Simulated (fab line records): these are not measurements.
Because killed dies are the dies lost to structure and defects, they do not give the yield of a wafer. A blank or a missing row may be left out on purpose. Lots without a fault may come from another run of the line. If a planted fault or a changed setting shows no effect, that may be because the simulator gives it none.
Which tool did it? / flow berkeley-cmos170 / 7 lots with 21 wafers sampled at 3 steps, on a route of 331 steps

WHAT THE GAUGES READ, wafer by wafer
UCB170_PSD_TW_MEAS_10.
lot=L213; measured=day 6 17:54; on=film-metro-04; PSD_TW=2359 2355 2356
lot=L215; measured=day 7 01:34; on=film-metro-04; PSD_TW=2352 2352 2343
lot=L219; measured=day 8 05:07; on=film-metro-03; PSD_TW=2325 2337 2327
lot=L222; measured=day 8 08:34; on=film-metro-02; PSD_TW=30 30 30 30 30 30
lot=L232; measured=day 10 16:24; on=film-metro-03; PSD_TW=2322 2315 2319
lot=L233; measured=day 10 15:51; on=film-metro-04; PSD_TW=2357 2356 2351
lot=L235; measured=day 11 15:10; on=film-metro-02; PSD_TW=2341 2337 2345

EACH LOT AND THE TOOL THAT RAN IT (in order: tool; ch and the chambers of the sampled wafers; start)
lot=L213; UCB170_NLDD_STRIP_10=plasma-asher-02 ch 0,1, day 6 09:13; UCB170_PSD_STRIP_09=plasma-asher-04 ch 0,1, day 6 17:47
lot=L215; UCB170_NLDD_STRIP_10=plasma-asher-02 ch 0,1, day 6 16:08; UCB170_PSD_STRIP_09=plasma-asher-01 ch 0,1, day 7 01:28
lot=L219; UCB170_NLDD_STRIP_10=plasma-asher-01 ch 0,1, day 7 21:26; UCB170_PSD_STRIP_09=plasma-asher-01 ch 0,1, day 8 05:02
lot=L222; UCB170_NLDD_STRIP_10=plasma-asher-02 ch 0,1, day 8 02:57; UCB170_PSD_STRIP_09=plasma-asher-01 ch 0,1, day 8 08:28
lot=L232; UCB170_NLDD_STRIP_10=plasma-asher-02 ch 0,1, day 10 11:50; UCB170_PSD_STRIP_09=plasma-asher-01 ch 0,1, day 10 16:18
lot=L233; UCB170_NLDD_STRIP_10=plasma-asher-02 ch 0,1, day 10 11:18; UCB170_PSD_STRIP_09=plasma-asher-03 ch 0,1, day 10 15:45
lot=L235; UCB170_NLDD_STRIP_10=plasma-asher-03 ch 0,1, day 11 08:21; UCB170_PSD_STRIP_09=plasma-asher-03 ch 0,1, day 11 15:04
- UCB170_NLDD_STRIP_10: strips in O2.
- UCB170_PSD_STRIP_09: strips in O2.

THE ANSWER, worked out from the rows above alone
Rule: usual is defined by the lots themselves. Put in order of their means at a reading, lots are off if they are a third of the lots or fewer, leave a main group of 4 or more, and stand apart from it by a gap of 3 or more times the standard deviation of the main group's means; of several such gaps the widest counts. The tables above print the reading to a certain number of digits; a main group whose means all agree to those digits is not used. A lot without any number at a reading at which 4 lots or more have one is off too. Where the step has rows for the other lots, those lots are counted as sound.
Off: L222, at UCB170_PSD_TW_MEAS_10 (PSD_TW). Main group: mean 2342, sd 14.
If a tool, at a process step before that reading, ran all the lots that are off and no sound lot after the first of them, it fits. Those tools and the gauges at UCB170_PSD_TW_MEAS_10 are tried in the same way. Of those tried, none fits.

WHAT THE SIMULATOR HAD PUT IN
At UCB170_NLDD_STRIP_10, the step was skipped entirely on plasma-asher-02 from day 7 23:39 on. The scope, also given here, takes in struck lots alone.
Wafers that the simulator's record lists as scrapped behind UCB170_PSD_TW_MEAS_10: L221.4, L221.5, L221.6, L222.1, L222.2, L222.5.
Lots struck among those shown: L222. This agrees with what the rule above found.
